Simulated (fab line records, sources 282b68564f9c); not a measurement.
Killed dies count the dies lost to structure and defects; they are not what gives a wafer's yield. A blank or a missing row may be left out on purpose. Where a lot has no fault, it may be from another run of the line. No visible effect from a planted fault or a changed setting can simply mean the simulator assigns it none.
fab line records    flow rit_cmos
record: lots: 14  wafers: 42  last_day: 7
route steps=202 shown PSD@146
lots with no fault: from the same line, run without faults
start_h: start of the lot's first displayed wafer, in hours after the record's first day    wait_h: time in hours since the lot's previous step    " as in the row above    L1.1+2: several wafers, shown together as one row    - no value, or no start given    * or withheld: withheld    < > ~ a bound
route shown NAME@n: names a module that has steps shown in the file, with the first one's number in the route    usual: mean/standard deviation of fault-free wafers    same: alike in all rows    chamber/n: place in a boat    sites: per-site readings    _std_site: the values' standard deviation    _edge_site: the outer-site mean with the inner-site mean subtracted    radius_mm: how far each site lies from the wafer's centre    mask NAME#n: copy n    behind: the last tool/chamber to shape the wafer    hold: reason for holding the lot/hours on hold/outcome of the hold    device: transistor that didn't switch, given as n, p or np    end of line: the tests these same wafers got at the end of their route    a step with no rows: only its recipe    killed: count of dies lost to structure and defects at first sort (not the wafer's yield)    map: a wafer's dies, x killed, . not, _ none there
set.NAME: setting as actually run; set.NAME@STEP: the setting as run at that earlier step    model.NAME: the simulator's own value behind a step, which no gauge read
route steps across a sampled set of lots; one table per step, one row per wafer
== steps ==
step: RIT_PSD_PEB_04
recipe: resist: NOVOLAK  temp_c: withheld  time_s: withheld
usual: chill_plate_temp_C: *  exhaust_pa: 44.9/0.82
lot.wafer  tool            chamber  start_h  wait_h  chill_plate_temp_C  exhaust_pa
L681.1     litho_track-04  0        63.30    0.1     *                   45.2
L681.3     "               0        "        "       *                   46.3
L681.4     "               0        "        "       *                   45.8
L683.2     litho_track-03  0        76.65    0.1     *                   45.6
L683.5     "               0        "        "       *                   46.3
L683.6     "               0        "        "       *                   45.3
L684.1     litho_track-03  0        78.51    0.1     *                   45.5
L684.3     "               0        "        "       *                   45.7
L684.4     "               0        "        "       *                   44.3
L685.1     litho_track-04  0        83.52    0.1     *                   44.3
L685.2     "               0        "        "       *                   44.4
L685.5     "               0        "        "       *                   44.9
L686.1     litho_track-03  0        89.27    0.1     *                   45.3
L686.2     "               0        "        "       *                   45.0
L686.5     "               0        "        "       *                   44.5
L687.1     litho_track-04  0        99.08    0.2     *                   45.0
L687.4     "               0        "        "       *                   45.8
L687.6     "               0        "        "       *                   44.9
L689.1     litho_track-03  0        104.21   0.1     *                   45.0
L689.2     "               0        "        "       *                   45.2
L689.5     "               0        "        "       *                   43.6
L690.1     litho_track-01  0        109.09   0.1     *                   44.8
L690.4     "               0        "        "       *                   44.9
L690.5     "               0        "        "       *                   45.0
L691.4     litho_track-01  0        115.64   0.2     *                   45.0
L691.5     "               0        "        "       *                   46.1
L691.6     "               0        "        "       *                   45.5
L693.2     litho_track-03  0        127.60   0.1     *                   44.0
L693.3     "               0        "        "       *                   45.5
L693.6     "               0        "        "       *                   44.9
L695.1     litho_track-03  0        135.21   0.1     *                   45.6
L695.2     "               0        "        "       *                   45.2
L695.6     "               0        "        "       *                   46.1
L698.4     litho_track-04  0        148.43   0.1     *                   44.7
L698.5     "               0        "        "       *                   43.9
L698.6     "               0        "        "       *                   45.3
L700.2     litho_track-03  -        158.25   0.1     -                   -
L700.5     "               -        "        "       -                   -
L700.6     "               -        "        "       -                   -
L701.1     litho_track-03  -        164.04   0.1     -                   -
L701.2     "               -        "        "       -                   -
L701.3     "               -        "        "       -                   -
== key ==
first_sign: step: RIT_PSD_PEB_04  reading: tool_record  direction: missing
effect none on later readings
met_at RIT_PSD_PEB_04
struck_lots L700,L701
sort_left_out L700.2,L700.5,L700.6,L701.1,L701.2,L701.3
tester_left_out L700,L701
onset_between 135.21 158.25
fault: kind: skipped_step_whole  tool: litho_track-03  chamber: -  onset_h: 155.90  steps: RIT_PSD_PEB_04  scope: struck_lots_only
tester_left_out: of these lots the tester's yield and bins aren't shown, on N5 and GAA mostly nor the transistor test; their killed dies are dies lost to structure and defects alone, not to doping, threshold or leakage, so they don't give the yield
sort_left_out: the simulated sort isn't trusted on such a fault, so these wafers' sort isn't shown, and their yield isn't known
